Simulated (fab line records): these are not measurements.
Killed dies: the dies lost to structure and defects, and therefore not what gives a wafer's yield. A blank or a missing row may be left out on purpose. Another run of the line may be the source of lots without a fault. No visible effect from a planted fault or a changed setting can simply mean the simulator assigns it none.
Lot-split experiment || flow berkeleyCmos170 || route with 331 steps; 5 lots, 23 wafers read

ABOUT THE SPLIT
At UCB170_M3_METAL_ETCH_18 (etches Al in Cl2/BCl3, stops on SiO2, target depth 1170 nm, time 195 s), the setting timeS was moved away from the recipe's 195 s on 4 of the 23 wafers read, by -10.1% to +13.2%. The other wafers ran this setting at the recipe's value.

No step appears in the file between the split and the reading.

THE READING
oesProductAu, in a.u., at UCB170_M3_STRIP_19 (strips in O2). On this fab line, fault-free wafers typically give 0.539 a.u. with a standard deviation of 0.012 a.u.

{"wafer": "L076.2", "tool, chamber at the split": "rieMetal-02, 1", "timeS as run, s": 195, "against the recipe": "recipe", "oesProductAu, a.u.": 0.530, "against lot-mates on the recipe": "-"}
{"wafer": "L076.3", "tool, chamber at the split": "rieMetal-02, 0", "timeS as run, s": 195, "against the recipe": "recipe", "oesProductAu, a.u.": 0.529, "against lot-mates on the recipe": "-"}
{"wafer": "L076.4", "tool, chamber at the split": "rieMetal-02, 1", "timeS as run, s": 195, "against the recipe": "recipe", "oesProductAu, a.u.": 0.539, "against lot-mates on the recipe": "-"}
{"wafer": "L076.5", "tool, chamber at the split": "rieMetal-02, 0", "timeS as run, s": 195, "against the recipe": "recipe", "oesProductAu, a.u.": 0.523, "against lot-mates on the recipe": "-"}
{"wafer": "L076.6", "tool, chamber at the split": "rieMetal-02, 1", "timeS as run, s": 195, "against the recipe": "recipe", "oesProductAu, a.u.": 0.533, "against lot-mates on the recipe": "-"}
{"wafer": "L075.1", "tool, chamber at the split": "rieMetal-01, 1", "timeS as run, s": 195, "against the recipe": "recipe", "oesProductAu, a.u.": 0.526, "against lot-mates on the recipe": "-"}
{"wafer": "L075.2", "tool, chamber at the split": "rieMetal-01, 0", "timeS as run, s": 195, "against the recipe": "recipe", "oesProductAu, a.u.": 0.561, "against lot-mates on the recipe": "-"}
{"wafer": "L075.6", "tool, chamber at the split": "rieMetal-01, 1", "timeS as run, s": 195, "against the recipe": "recipe", "oesProductAu, a.u.": 0.539, "against lot-mates on the recipe": "-"}
{"wafer": "L080.2", "tool, chamber at the split": "rieMetal-04, 1", "timeS as run, s": 175.4, "against the recipe": "-10.1%", "oesProductAu, a.u.": 0.615, "against lot-mates on the recipe": "+0.053"}
{"wafer": "L080.3", "tool, chamber at the split": "rieMetal-04, 1", "timeS as run, s": 175.4, "against the recipe": "-10.1%", "oesProductAu, a.u.": 0.614, "against lot-mates on the recipe": "+0.052"}
{"wafer": "L080.4", "tool, chamber at the split": "rieMetal-04, 0", "timeS as run, s": 195, "against the recipe": "recipe", "oesProductAu, a.u.": 0.568, "against lot-mates on the recipe": "-"}
{"wafer": "L080.5", "tool, chamber at the split": "rieMetal-04, 1", "timeS as run, s": 195, "against the recipe": "recipe", "oesProductAu, a.u.": 0.547, "against lot-mates on the recipe": "-"}
{"wafer": "L080.6", "tool, chamber at the split": "rieMetal-04, 0", "timeS as run, s": 195, "against the recipe": "recipe", "oesProductAu, a.u.": 0.570, "against lot-mates on the recipe": "-"}
{"wafer": "L082.1", "tool, chamber at the split": "rieMetal-04, 1", "timeS as run, s": 195, "against the recipe": "recipe", "oesProductAu, a.u.": 0.543, "against lot-mates on the recipe": "-"}
{"wafer": "L082.2", "tool, chamber at the split": "rieMetal-04, 1", "timeS as run, s": 195, "against the recipe": "recipe", "oesProductAu, a.u.": 0.546, "against lot-mates on the recipe": "-"}
{"wafer": "L082.3", "tool, chamber at the split": "rieMetal-04, 1", "timeS as run, s": 195, "against the recipe": "recipe", "oesProductAu, a.u.": 0.547, "against lot-mates on the recipe": "-"}
{"wafer": "L082.5", "tool, chamber at the split": "rieMetal-04, 1", "timeS as run, s": 195, "against the recipe": "recipe", "oesProductAu, a.u.": 0.543, "against lot-mates on the recipe": "-"}
{"wafer": "L082.6", "tool, chamber at the split": "rieMetal-04, 1", "timeS as run, s": 195, "against the recipe": "recipe", "oesProductAu, a.u.": 0.543, "against lot-mates on the recipe": "-"}
{"wafer": "L083.1", "tool, chamber at the split": "rieMetal-02, 0", "timeS as run, s": 220.8, "against the recipe": "+13.2%", "oesProductAu, a.u.": 0.417, "against lot-mates on the recipe": -0.117}
{"wafer": "L083.2", "tool, chamber at the split": "rieMetal-02, 1", "timeS as run, s": 195, "against the recipe": "recipe", "oesProductAu, a.u.": 0.545, "against lot-mates on the recipe": "-"}
{"wafer": "L083.4", "tool, chamber at the split": "rieMetal-02, 0", "timeS as run, s": 220.8, "against the recipe": "+13.2%", "oesProductAu, a.u.": 0.418, "against lot-mates on the recipe": -0.116}
{"wafer": "L083.5", "tool, chamber at the split": "rieMetal-02, 0", "timeS as run, s": 195, "against the recipe": "recipe", "oesProductAu, a.u.": 0.513, "against lot-mates on the recipe": "-"}
{"wafer": "L083.6", "tool, chamber at the split": "rieMetal-02, 1", "timeS as run, s": 195, "against the recipe": "recipe", "oesProductAu, a.u.": 0.543, "against lot-mates on the recipe": "-"}

THE FIT
A straight line over all 23 wafers: oesProductAu changes by -0.00858 a.u. for each +1% of timeS; r = -0.95; the points scatter about the line by 0.014 a.u.
The same after taking each lot's own level away (the mean of its wafers on the recipe; 23 wafers): -0.00745 a.u. for each +1%; r = -0.95; scatter 0.012 a.u.
According to that fit, moving timeS by its largest amount changes the reading by 0.099 a.u.
The span of the lots' own levels, 0.5308 to 0.5617 a.u., comes to 2.6 times the standard deviation stated above.
Hence the slope depends on the lot-to-lot level, as the two fits are not the same.
Check: for one of the wafers moved furthest among these (+13.2%), held out of the fit, the line's prediction against its lot-mates is -0.0942 a.u. Against them it came out at -0.117 a.u.

THE OTHER SPLITS THESE WAFERS WENT THROUGH
Other splits were also applied to these wafers ahead of the reading. Each is held against what the fit with the lots' levels taken away leaves over:
{"other split on the same wafers": "UCB170_V1_COAT_07 resistThkNm", "wafers away from the commonest value": 7, "r with oesProductAu (lot level and that fit taken away)": -0.21}
{"other split on the same wafers": "UCB170_M2_SPUTTER_01 powerW", "wafers away from the commonest value": 9, "r with oesProductAu (lot level and that fit taken away)": "+0.13"}
{"other split on the same wafers": "UCB170_V2_ETCH_14 timeS", "wafers away from the commonest value": 5, "r with oesProductAu (lot level and that fit taken away)": "+0.15"}

THE WHOLE CHAIN: every reading that the file lists as answering this split, in the file's order
{"step": "UCB170_M3_METAL_ETCH_18", "what it does": "etches Al in Cl2/BCl3, stops on SiO2, target depth 1170 nm, time 195 s", "reading": "KrF_of_M3_COAT_10.thkNm (the simulator's own value, which no gauge read)", "change (the file's fit)": "-7.16 nm for each +1% of the setting", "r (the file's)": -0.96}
{"step": "UCB170_M3_METAL_ETCH_18", "what it does": "etches Al in Cl2/BCl3, stops on SiO2, target depth 1170 nm, time 195 s", "reading": "SiO2_of_V2_CVD_00.thkNm (the simulator's own value, which no gauge read)", "change (the file's fit)": "-0.756 nm for each +1% of the setting", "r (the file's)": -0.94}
{"step": "UCB170_M3_STRIP_19", "what it does": "strips in O2", "reading": "oesProductAu", "change (the file's fit)": "-0.0075 a.u. for each +1% of the setting", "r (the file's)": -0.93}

FILE'S OWN FIT
oesProductAu changes by -0.0075 a.u. for each +1% of timeS, r = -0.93.
